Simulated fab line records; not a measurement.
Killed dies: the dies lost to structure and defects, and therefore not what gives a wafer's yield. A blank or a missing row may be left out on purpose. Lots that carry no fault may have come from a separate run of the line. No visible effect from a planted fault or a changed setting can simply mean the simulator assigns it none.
Split-lot study | flow ritCmos | 5 lots, 23 wafers read, on a route of 202 steps

SPLIT DETAILS
At RIT_PWELL_IMPLANT_08, the setting energyKev was moved away from the recipe's 170 on 11 of the 23 wafers read, by -4.4% to +4.4%. For the rest of the wafers, this setting stayed at what the recipe calls for.

The reading is taken at the split's own step.

THE READING
In nm, at RIT_PWELL_IMPLANT_08: implant.drpNm, which is the simulator's own figure and was read by no gauge. The file does not state a usual value for it.

wafer  | tool, chamber at the split | energyKev as run | against the recipe | implant.drpNm, nm | against lot-mates on the recipe
L074.1 | implanter-02, 0            | 162.5            | -4.4%              | 101.2             | -1.7
L074.5 | implanter-02, 0            | 162.5            | -4.4%              | 101.2             | -1.7
L074.6 | implanter-02, 0            | 162.5            | -4.4%              | 101.2             | -1.7
L074.2 | implanter-02, 0            | 170              | recipe             | 102.9             | -
L074.3 | implanter-02, 0            | 170              | recipe             | 102.9             | -
L076.1 | implanter-04, 0            | 170              | recipe             | 102.9             | -
L076.5 | implanter-04, 0            | 170              | recipe             | 102.9             | -
L076.3 | implanter-04, 0            | 166.6            | -2.0%              | 102.2             | -0.7
L076.4 | implanter-04, 0            | 166.6            | -2.0%              | 102.2             | -0.7
L076.6 | implanter-04, 0            | 166.6            | -2.0%              | 102.2             | -0.7
L081.1 | implanter-04, 0            | 170              | recipe             | 102.9             | -
L081.2 | implanter-04, 0            | 170              | recipe             | 102.9             | -
L081.3 | implanter-04, 0            | 170              | recipe             | 102.9             | -
L081.4 | implanter-04, 0            | 177.5            | +4.4%              | 104.1             | +1.2
L081.6 | implanter-04, 0            | 177.5            | +4.4%              | 104.1             | +1.2
L082.2 | implanter-02, 0            | 174              | +2.4%              | 103.5             | +0.6
L082.4 | implanter-02, 0            | 174              | +2.4%              | 103.5             | +0.6
L082.5 | implanter-02, 0            | 174              | +2.4%              | 103.5             | +0.6
L082.3 | implanter-02, 0            | 170              | recipe             | 102.9             | -
L082.6 | implanter-02, 0            | 170              | recipe             | 102.9             | -
L083.1 | implanter-04, 0            | 170              | recipe             | 102.9             | -
L083.5 | implanter-04, 0            | 170              | recipe             | 102.9             | -
L083.6 | implanter-04, 0            | 170              | recipe             | 102.9             | -

THE FIT
A straight line over all 23 wafers: implant.drpNm changes by +0.328 nm for each +1% of energyKev; r = +0.99; the points scatter about the line by 0.11 nm.
The same after taking each lot's own level away (the mean of its wafers on the recipe; 23 wafers): +0.328 nm for each +1%; r = +0.99; scatter 0.11 nm.
The reading moves by 1.4 nm for the largest change in energyKev, on that fit.
The lots' own levels span 102.90 to 102.90 nm.
So the lot-to-lot level changes the slope little: the two slopes agree.
Check: for one of the wafers moved furthest among these (+4.4%), held out of the fit, the line's prediction against its lot-mates is +1.41 nm. It came out at +1.2 nm against them.

THESE WAFERS: OTHER SPLITS
Before the reading, these wafers also passed through other splits. Each is held against what the fit with the lots' levels taken away leaves over:
other split on the same wafers | wafers away from the commonest value | r with implant.drpNm (lot level and that fit taken away)
RIT_ACTIVE_CVD_03 tempC        | 18                                   | +0.09
RIT_ACTIVE_ETCH_13 timeS       | 6                                    | +0.12
RIT_FOX2_OXIDATION_00 oxTimeS  | 18                                   | +0.32
RIT_NWELL_IMPLANT_08 energyKev | 12                                   | +0.00

THE WHOLE CHAIN: every reading that the file lists as answering this split, in the file's order
step                 | what it does | reading                                                        | change (the file's fit)               | r (the file's)
RIT_PWELL_IMPLANT_08 |              | implant.rpNm (the simulator's own value, which no gauge read)  | +3.69 nm for each +1% of the setting  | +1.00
RIT_PWELL_IMPLANT_08 |              | implant.drpNm (the simulator's own value, which no gauge read) | +0.318 nm for each +1% of the setting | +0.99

FILE'S OWN FIT
implant.drpNm changes by +0.318 nm for each +1% of energyKev, r = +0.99.
